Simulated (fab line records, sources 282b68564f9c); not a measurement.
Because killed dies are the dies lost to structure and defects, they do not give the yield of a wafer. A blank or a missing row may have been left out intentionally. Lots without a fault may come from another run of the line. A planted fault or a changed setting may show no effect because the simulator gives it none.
fab line records ; flow ritCmos
record lots=14; wafers=42; lastDay=7
route steps=202 shown NWELL@36 M1@202
lots with no fault: from the same line, run without faults
startH: the number of hours between the record's first day and the start of the first shown wafer of the lot ; waitH: how many hours have passed since the lot's step before this one ; " unchanged from the row above ; L1.1+2: a row that stands for several wafers ; - no value, or no start given ; * or withheld: withheld ; < > ~ a bound
route shown NAME@n: NAME is a module with steps in the file, n the number in the route of the first one ; usual: mean/standard deviation of fault-free wafers ; same: alike in all rows ; chamber/n: place in a boat ; sites: readings site by site ; _std_site: how widely they spread, as a standard deviation ; _edge_site: inner sites' mean taken away from outer sites' mean ; radiusMm: how far each site lies from the wafer's centre ; mask NAME#n: copy n ; behind: the last tool/chamber to shape the wafer ; hold: the reason the lot was held/the length of the hold in hours/how it ended ; device: whichever transistor did not switch (one of n, p or np) ; end of line: tests of these same wafers at the route's end ; where a step has no rows: the recipe by itself ; killed: not the wafer's yield, but the dies lost to structure and defects at the first sort ; map: the dies of a wafer, with x for killed, . for not killed, _ for no die there
set.NAME: the setting as run; set.NAME@STEP: as run at that earlier step ; model.NAME: the simulator's own value behind a step, which no gauge read
the route's steps for a sample of lots (tables are steps, rows are wafers)
services: a tool's chamber out of use, with start hour (startH, from the record's first day; less than 0 if before it), hours out, and reason
## steps
# step RIT_NWELL_IMPLANT_08
# recipe species=P; energyKev=170; doseCm2=5e+13; tiltDeg=7
# usual doseIonsCm2=5.001e+13/5.5e+10; faradayCurrentUA=159/3.2
lot.wafer;tool;chamber;startH;waitH;doseIonsCm2;faradayCurrentUA
L221.4;implanter-02;0;21.49;0.2;4.993e+13;157
L221.5;implanter-02;0;21.49;0.2;4.997e+13;157
L221.6;implanter-02;0;21.49;0.2;4.987e+13;159
L222.3;implanter-03;0;28.96;0.2;4.992e+13;156
L222.5;implanter-03;0;28.96;0.2;5.002e+13;159
L222.6;implanter-03;0;28.96;0.2;5.005e+13;162
L224.1;implanter-03;0;36.43;0.2;5.006e+13;159
L224.2;implanter-03;0;36.43;0.2;5.003e+13;156
L224.6;implanter-03;0;36.43;0.2;5.004e+13;158
L225.2;implanter-03;0;40.80;0.2;4.995e+13;155
L225.3;implanter-03;0;40.80;0.2;4.998e+13;157
L225.6;implanter-03;0;40.80;0.2;5.005e+13;164
L226.3;implanter-03;0;45.69;0.2;5.006e+13;155
L226.4;implanter-03;0;45.69;0.2;5.006e+13;157
L226.5;implanter-03;0;45.69;0.2;5.003e+13;159
L227.2;implanter-03;0;51.37;0.2;5.003e+13;159
L227.3;implanter-03;0;51.37;0.2;5.001e+13;155
L227.5;implanter-03;0;51.37;0.2;5.008e+13;158
L230.2;implanter-02;0;66.67;0.2;5e+13;154
L230.3;implanter-02;0;66.67;0.2;4.991e+13;159
L230.5;implanter-02;0;66.67;0.2;5.002e+13;149
L232.1;implanter-01;0;75.71;0.2;4.999e+13;156
L232.3;implanter-01;0;75.71;0.2;5.008e+13;161
L232.4;implanter-01;0;75.71;0.2;5.003e+13;156
L233.2;implanter-01;0;80.59;0.2;5.012e+13;157
L233.3;implanter-01;0;80.59;0.2;5.009e+13;162
L233.6;implanter-01;0;80.59;0.2;5.005e+13;155
L237.4;implanter-03;0;100.68;0.2;5.001e+13;160
L237.5;implanter-03;0;100.68;0.2;4.999e+13;160
L237.6;implanter-03;0;100.68;0.2;5.006e+13;154
L238.1;implanter-02;0;105.65;0.2;4.999e+13;157
L238.3;implanter-02;0;105.65;0.2;4.998e+13;161
L238.4;implanter-02;0;105.65;0.2;4.997e+13;149
L239.2;implanter-03;0;116.88;0.2;3.128e+13;100
L239.4;implanter-03;0;116.88;0.2;3.123e+13;100
L239.6;implanter-03;0;116.88;0.2;3.13e+13;100
L241.2;implanter-03;0;121.32;0.2;3.127e+13;95
L241.4;implanter-03;0;121.32;0.2;3.126e+13;97
L241.5;implanter-03;0;121.32;0.2;3.127e+13;99
L244.4;implanter-02;0;137.31;0.2;5.005e+13;154
L244.5;implanter-02;0;137.31;0.2;4.995e+13;162
L244.6;implanter-02;0;137.31;0.2;4.998e+13;158
# step RIT_NWELL_TW_MEAS_10
# usual NWELL_TW=2149/24
lot.wafer;tool;chamber;startH;waitH;NWELL_TW
L221.4;filmMetro-02;-;21.77;0.1;2120
L221.5;filmMetro-02;-;21.77;0.1;2114
L221.6;filmMetro-02;-;21.77;0.1;2112
L222.3;filmMetro-04;-;29.25;0.1;2138
L222.5;filmMetro-04;-;29.25;0.1;2152
L222.6;filmMetro-04;-;29.25;0.1;2139
L224.1;filmMetro-01;-;36.75;0.1;2173
L224.2;filmMetro-01;-;36.75;0.1;2174
L224.6;filmMetro-01;-;36.75;0.1;2178
L225.2;filmMetro-01;-;41.11;0.1;2188
L225.3;filmMetro-01;-;41.11;0.1;2166
L225.6;filmMetro-01;-;41.11;0.1;2171
L226.3;filmMetro-02;-;45.98;0.1;2124
L226.4;filmMetro-02;-;45.98;0.1;2127
L226.5;filmMetro-02;-;45.98;0.1;2129
L227.2;filmMetro-01;-;51.68;0.1;2175
L227.3;filmMetro-01;-;51.68;0.1;2166
L227.5;filmMetro-01;-;51.68;0.1;2158
L230.2;filmMetro-01;-;66.98;0.1;2175
L230.3;filmMetro-01;-;66.98;0.1;2167
L230.5;filmMetro-01;-;66.98;0.1;2169
L232.1;filmMetro-01;-;76.04;0.1;2176
L232.3;filmMetro-01;-;76.04;0.1;2172
L232.4;filmMetro-01;-;76.04;0.1;2178
L233.2;filmMetro-04;-;80.90;0.1;2167
L233.3;filmMetro-04;-;80.90;0.1;2159
L233.6;filmMetro-04;-;80.90;0.1;2161
L237.4;filmMetro-04;-;100.96;0.1;2134
L237.5;filmMetro-04;-;100.96;0.1;2135
L237.6;filmMetro-04;-;100.96;0.1;2136
L238.1;filmMetro-04;-;105.97;0.1;2150
L238.3;filmMetro-04;-;105.97;0.1;2139
L238.4;filmMetro-04;-;105.97;0.1;2143
L239.2;filmMetro-04;-;117.19;0.1;1842
L239.4;filmMetro-04;-;117.19;0.1;1846
L239.6;filmMetro-04;-;117.19;0.1;1839
L241.2;filmMetro-01;-;121.63;0.1;1860
L241.4;filmMetro-01;-;121.63;0.1;1868
L241.5;filmMetro-01;-;121.63;0.1;1869
L244.4;filmMetro-04;-;137.59;0.1;2156
L244.5;filmMetro-04;-;137.59;0.1;2152
L244.6;filmMetro-04;-;137.59;0.1;2155
# step RIT_WELLDRIVE_RS_MEAS_01
# recipe thkMeasGauge=four-point-probe
# usual NWELL_RS=275.2/0.77
lot.wafer;tool;chamber;startH;waitH;NWELL_RS[ohm/sq]
L221.4;filmMetro-01;-;29.56;0.1;275.8
L221.5;filmMetro-01;-;29.56;0.1;276.4
L221.6;filmMetro-01;-;29.56;0.1;275.7
L222.3;filmMetro-04;-;35.97;0.0;276.2
L222.5;filmMetro-04;-;35.97;0.0;275.6
L222.6;filmMetro-04;-;35.97;0.0;275.9
L224.1;filmMetro-02;-;43.57;0.0;276.5
L224.2;filmMetro-02;-;43.57;0.0;275.8
L224.6;filmMetro-02;-;43.57;0.0;275.7
L225.2;filmMetro-04;-;47.94;0.0;275.0
L225.3;filmMetro-04;-;47.94;0.0;274.2
L225.6;filmMetro-04;-;47.94;0.0;274.8
L226.3;filmMetro-02;-;53.05;0.0;275.6
L226.4;filmMetro-02;-;53.05;0.0;275.9
L226.5;filmMetro-02;-;53.05;0.0;274.9
L227.2;filmMetro-02;-;58.51;0.0;273.9
L227.3;filmMetro-02;-;58.51;0.0;274.9
L227.5;filmMetro-02;-;58.51;0.0;275.0
L230.2;filmMetro-02;-;73.74;0.0;275.5
L230.3;filmMetro-02;-;73.74;0.0;274.5
L230.5;filmMetro-02;-;73.74;0.0;275.0
L232.1;filmMetro-02;-;82.73;0.0;275.5
L232.3;filmMetro-02;-;82.73;0.0;275.2
L232.4;filmMetro-02;-;82.73;0.0;274.8
L233.2;filmMetro-01;-;87.83;0.0;274.6
L233.3;filmMetro-01;-;87.83;0.0;274.0
L233.6;filmMetro-01;-;87.83;0.0;273.7
L237.4;filmMetro-02;-;108.37;0.1;276.6
L237.5;filmMetro-02;-;108.37;0.1;275.6
L237.6;filmMetro-02;-;108.37;0.1;276.5
L238.1;filmMetro-02;-;113.40;0.0;275.2
L238.3;filmMetro-02;-;113.40;0.0;275.2
L238.4;filmMetro-02;-;113.40;0.0;275.1
L239.2;filmMetro-04;-;124.02;0.0;369.7
L239.4;filmMetro-04;-;124.02;0.0;367.4
L239.6;filmMetro-04;-;124.02;0.0;369.0
L241.2;filmMetro-04;-;130.68;0.0;368.6
L241.4;filmMetro-04;-;130.68;0.0;368.4
L241.5;filmMetro-04;-;130.68;0.0;368.1
L244.4;filmMetro-04;-;144.32;0.1;274.6
L244.5;filmMetro-04;-;144.32;0.1;273.0
L244.6;filmMetro-04;-;144.32;0.1;273.6
# step RIT_M1_PROBE_99
# usual killed_at_M0_to_M3=0.0/0.083; killedAtContacts=0.1/0.25; killedAtFrontEnd=7.1/2.9; killedDies=7.2/2.9; killedOnRim=2.0/1.3; killedOpen=3.6/1.9; killedShort=3.5/1.9
# same grossDies=264; killed_at_M4_up=0; killedAtBackSide=0; killedAtOther=0
lot.wafer;tool;chamber;startH;waitH;killed_at_M0_to_M3;killedAtContacts;killedAtFrontEnd;killedDies;killedOnRim;killedOpen;killedShort
L221.4;prober-02;-;57.88;0.2;0;0;6;6;4;4;2
L221.5;prober-02;-;57.93;0.2;0;0;4;4;3;4;0
L221.6;prober-02;-;57.98;0.2;0;0;7;7;4;2;5
L222.3;prober-01;-;64.33;0.2;0;1;2;3;1;0;3
L222.5;prober-01;-;64.43;0.2;0;0;6;6;2;4;2
L222.6;prober-01;-;64.48;0.2;0;0;8;8;2;3;5
L224.1;prober-01;-;74.26;0.1;0;0;4;4;3;2;2
L224.2;prober-01;-;74.31;0.1;0;0;7;7;2;4;3
L224.6;prober-01;-;74.51;0.2;0;0;3;3;1;1;2
L225.2;prober-02;-;78.51;0.1;0;0;4;4;2;4;0
L225.3;prober-02;-;78.56;0.2;0;0;8;8;4;6;2
L225.6;prober-02;-;78.71;0.2;0;1;8;9;4;4;5
L226.3;prober-01;-;83.77;0.2;0;0;3;3;0;3;0
L226.4;prober-01;-;83.82;0.2;0;0;8;8;2;5;3
L226.5;prober-01;-;83.87;0.2;0;0;11;11;0;7;4
L227.2;prober-02;-;87.01;0.1;0;0;12;12;5;7;5
L227.3;prober-02;-;87.06;0.2;0;0;4;4;1;1;3
L227.5;prober-02;-;87.16;0.2;0;0;10;10;0;4;6
L230.2;prober-02;-;102.50;0.1;0;0;7;7;3;4;3
L230.3;prober-02;-;102.55;0.2;0;0;5;5;2;3;2
L230.5;prober-02;-;102.65;0.2;0;0;4;4;1;3;1
L232.1;prober-02;-;116.32;0.1;0;0;12;12;3;6;6
L232.3;prober-02;-;116.42;0.2;0;0;7;7;2;4;3
L232.4;prober-02;-;116.47;0.2;0;0;6;6;2;3;3
L233.2;prober-01;-;117.61;0.1;0;0;5;5;2;4;1
L233.3;prober-01;-;117.66;0.2;0;0;5;5;2;2;3
L233.6;prober-01;-;117.81;0.2;0;0;4;4;3;0;4
L237.4;prober-01;-;138.15;0.2;0;0;4;4;1;1;3
L237.5;prober-01;-;138.20;0.2;0;0;6;6;1;4;2
L237.6;prober-01;-;138.25;0.2;0;0;5;5;2;3;2
L238.1;prober-02;-;143.02;0.1;0;0;8;8;3;5;3
L238.3;prober-02;-;143.12;0.2;1;0;5;6;0;1;5
L238.4;prober-02;-;143.17;0.2;0;0;9;9;1;5;4
L239.2;prober-01;-;153.72;0.1;0;0;8;8;4;3;5
L239.4;prober-01;-;153.82;0.2;0;0;4;4;0;1;3
L239.6;prober-01;-;153.92;0.2;0;0;7;7;1;3;4
L241.2;prober-01;-;161.19;0.1;0;1;7;8;1;5;3
L241.4;prober-01;-;161.29;0.2;0;0;12;12;4;6;6
L241.5;prober-01;-;161.34;0.2;0;0;8;8;2;5;3
L244.4;prober-01;-;172.63;0.2;0;0;9;9;2;4;5
L244.5;prober-01;-;172.68;0.2;0;0;9;9;2;3;6
L244.6;prober-01;-;172.73;0.2;0;0;6;6;1;2;4
# killed by level:class
L221.4 GATE:geometricParticle:short=2 REOX:geometricParticle:open=2 SPACER:geometricParticle:open=1 SILICIDE:geometricParticle:open=1
L221.5 GATE:geometricParticle:open=3 FOX2:geometricParticle:open=1
L221.6 SPACER:geometricParticle:short=3 GATE:geometricParticle:short=2 FOX2:geometricParticle:open=1 SPACER:geometricParticle:open=1
L222.3 GATE:geometricParticle:short=2 CONTACT:geometricParticle:short=1
L222.5 FOX1:geometricParticle:open=1 FOX1:geometricParticle:short=1 GATE:geometricParticle:open=1 REOX:geometricParticle:open=1 SPACER:geometricParticle:short=1 SPACER:geometricParticle:open=1
L222.6 REOX:geometricParticle:short=3 REOX:geometricParticle:open=2 FOX1:geometricParticle:short=1 GATE:geometricParticle:open=1 GATE:geometricParticle:short=1
L224.1 FOX1:geometricParticle:open=2 FOX1:geometricParticle:short=1 FOX2:geometricParticle:short=1
L224.2 GATE:geometricParticle:open=4 FOX2:geometricParticle:short=1 GATE:geometricParticle:short=1 REOX:geometricParticle:short=1
L224.6 SILICIDE:geometricParticle:short=2 FOX2:geometricParticle:open=1
L225.2 FOX1:geometricParticle:open=2 GATE:geometricParticle:open=2
L225.3 REOX:geometricParticle:open=3 GATE:geometricParticle:open=2 FOX1:geometricParticle:open=1 FOX1:geometricParticle:short=1 GATE:geometricParticle:short=1
L225.6 GATE:geometricParticle:short=4 GATE:geometricParticle:open=2 FOX1:geometricParticle:short=1 SPACER:geometricParticle:open=1 CONTACT:geometricParticle:open=1
L226.3 FOX2:geometricParticle:open=2 REOX:geometricParticle:open=1
L226.4 GATE:geometricParticle:open=3 GATE:geometricParticle:short=2 REOX:geometricParticle:open=1 SILICIDE:geometricParticle:short=1 SILICIDE:geometricParticle:open=1
L226.5 GATE:geometricParticle:open=3 FOX1:geometricParticle:open=2 REOX:geometricParticle:short=2 SILICIDE:geometricParticle:open=2 FOX2:geometricParticle:short=1 SILICIDE:geometricParticle:short=1
L227.2 SILICIDE:geometricParticle:open=3 SPACER:geometricParticle:short=2 FOX1:geometricParticle:short=1 FOX1:geometricParticle:open=1 FOX2:geometricParticle:open=1 FOX2:geometricParticle:short=1 GATE:geometricParticle:open=1 GATE:geometricParticle:short=1
L227.3 FOX2:geometricParticle:short=2 FOX1:geometricParticle:short=1 FOX2:geometricParticle:open=1
L227.5 GATE:geometricParticle:short=2 GATE:geometricParticle:open=2 SILICIDE:geometricParticle:short=2 FOX2:geometricParticle:short=1 SPACER:geometricParticle:open=1 SPACER:geometricParticle:short=1 SILICIDE:geometricParticle:open=1
L230.2 GATE:geometricParticle:open=2 FOX2:geometricParticle:short=1 GATE:geometricParticle:short=1 REOX:geometricParticle:short=1 SPACER:geometricParticle:open=1 SILICIDE:geometricParticle:open=1
L230.3 REOX:geometricParticle:short=2 FOX1:geometricParticle:open=1 GATE:geometricParticle:open=1 REOX:geometricParticle:open=1
L230.5 FOX1:geometricParticle:open=1 GATE:geometricParticle:open=1 REOX:geometricParticle:open=1 SILICIDE:geometricParticle:short=1
L232.1 GATE:geometricParticle:short=5 GATE:geometricParticle:open=3 REOX:geometricParticle:open=2 REOX:geometricParticle:short=1 SILICIDE:geometricParticle:open=1
L232.3 SILICIDE:geometricParticle:open=2 FOX1:geometricParticle:short=1 FOX2:geometricParticle:open=1 GATE:geometricParticle:short=1 GATE:geometricParticle:open=1 SILICIDE:geometricParticle:short=1
L232.4 GATE:geometricParticle:short=3 GATE:geometricParticle:open=2 SPACER:geometricParticle:open=1
L233.2 FOX2:geometricParticle:open=2 GATE:geometricParticle:open=2 GATE:geometricParticle:short=1
L233.3 REOX:geometricParticle:short=2 GATE:geometricParticle:short=1 GATE:geometricParticle:open=1 REOX:geometricParticle:open=1
L233.6 REOX:geometricParticle:short=2 GATE:geometricParticle:short=1 SILICIDE:geometricParticle:short=1
L237.4 FOX1:geometricParticle:short=1 REOX:geometricParticle:short=1 REOX:geometricParticle:open=1 SILICIDE:geometricParticle:short=1
L237.5 GATE:geometricParticle:open=2 GATE:geometricParticle:short=1 SPACER:geometricParticle:open=1 SILICIDE:geometricParticle:short=1 SILICIDE:geometricParticle:open=1
L237.6 GATE:geometricParticle:open=2 REOX:geometricParticle:short=1 SPACER:geometricParticle:open=1 SPACER:geometricParticle:short=1
L238.1 GATE:geometricParticle:short=3 FOX1:geometricParticle:open=2 FOX2:geometricParticle:open=2 GATE:geometricParticle:open=1
L238.3 GATE:geometricParticle:short=3 FOX1:geometricParticle:short=1 GATE:geometricParticle:open=1 M1:geometricParticle:short=1
L238.4 GATE:geometricParticle:open=3 FOX2:geometricParticle:short=2 REOX:geometricParticle:open=1 SPACER:geometricParticle:open=1 SPACER:geometricParticle:short=1 SILICIDE:geometricParticle:short=1
L239.2 SPACER:geometricParticle:short=2 FOX1:geometricParticle:open=1 FOX1:geometricParticle:short=1 GATE:geometricParticle:short=1 REOX:geometricParticle:open=1 SPACER:geometricParticle:open=1 SILICIDE:geometricParticle:short=1
L239.4 GATE:geometricParticle:short=2 GATE:geometricParticle:open=1 SILICIDE:geometricParticle:short=1
L239.6 FOX1:geometricParticle:open=2 FOX1:geometricParticle:short=1 GATE:geometricParticle:short=1 SPACER:geometricParticle:short=1 SPACER:geometricParticle:open=1 SILICIDE:geometricParticle:short=1
L241.2 GATE:geometricParticle:open=2 SPACER:geometricParticle:open=2 GATE:geometricParticle:short=1 REOX:geometricParticle:open=1 REOX:geometricParticle:short=1 CONTACT:geometricParticle:short=1
L241.4 GATE:geometricParticle:open=4 GATE:geometricParticle:short=3 FOX1:geometricParticle:open=1 REOX:geometricParticle:short=1 REOX:geometricParticle:open=1 SPACER:geometricParticle:short=1 SILICIDE:geometricParticle:short=1
L241.5 GATE:geometricParticle:open=2 SILICIDE:geometricParticle:open=2 FOX1:geometricParticle:short=1 FOX2:geometricParticle:open=1 GATE:geometricParticle:short=1 SILICIDE:geometricParticle:short=1
L244.4 SILICIDE:geometricParticle:open=2 FOX2:geometricParticle:open=1 FOX2:geometricParticle:short=1 GATE:geometricParticle:open=1 GATE:geometricParticle:short=1 REOX:geometricParticle:short=1 SPACER:geometricParticle:short=1 SILICIDE:geometricParticle:short=1
L244.5 GATE:geometricParticle:open=2 GATE:geometricParticle:short=2 REOX:geometricParticle:short=2 ACTIVE:geometricParticle:open=1 FOX1:geometricParticle:short=1 SILICIDE:geometricParticle:short=1
L244.6 FOX1:geometricParticle:short=1 FOX2:geometricParticle:short=1 GATE:geometricParticle:short=1 GATE:geometricParticle:open=1 SPACER:geometricParticle:open=1 SILICIDE:geometricParticle:short=1
## services
tool;chamber;startH;hours;kind
implanter-02;-;12.54;3.6;repair
implanter-01;-;23.32;48.9;repair
implanter-01;-;28.71;2.7;repair
implanter-01;-;37.76;1.9;repair
implanter-03;-;86.57;2.8;repair
implanter-02;-;98.49;0.9;repair
implanter-02;-;109.12;0.7;repair
implanter-01;-;132.63;5.5;pm
## key
firstSign step=RIT_NWELL_IMPLANT_08; reading=doseIonsCm2; direction=down; sigmas=99+; usual=5.001e+13; struck=3.127e+13
effect step=RIT_NWELL_IMPLANT_08; reading=faradayCurrentUA; direction=down; sigmas=19; usual=159; struck=99
effect step=RIT_NWELL_TW_MEAS_10; reading=NWELL_TW; direction=down; sigmas=12; usual=2149; struck=1854
effect step=RIT_WELLDRIVE_RS_MEAS_01; reading=NWELL_RS; direction=up; sigmas=99+; usual=275.2; struck=368.5
metAt RIT_NWELL_IMPLANT_08
struckLots L239,L241
testerLeftOut L239,L241
onsetBetween 100.68 116.88
fault kind=processParameterDrift; tool=implanter-03; chamber=-; onsetH=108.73; steps=RIT_NWELL_IMPLANT_08; channel=doseCm2; offset=-1.8802e+13; shape=step; endH=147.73; actsIn=theseRecipesOnly; stated=5e+13
# testerLeftOut: of these lots the tester's yield and bins aren't shown, on N5 and GAA mostly nor the transistor test; their killed dies are dies lost to structure and defects alone, not to doping, threshold or leakage, so they don't give the yield
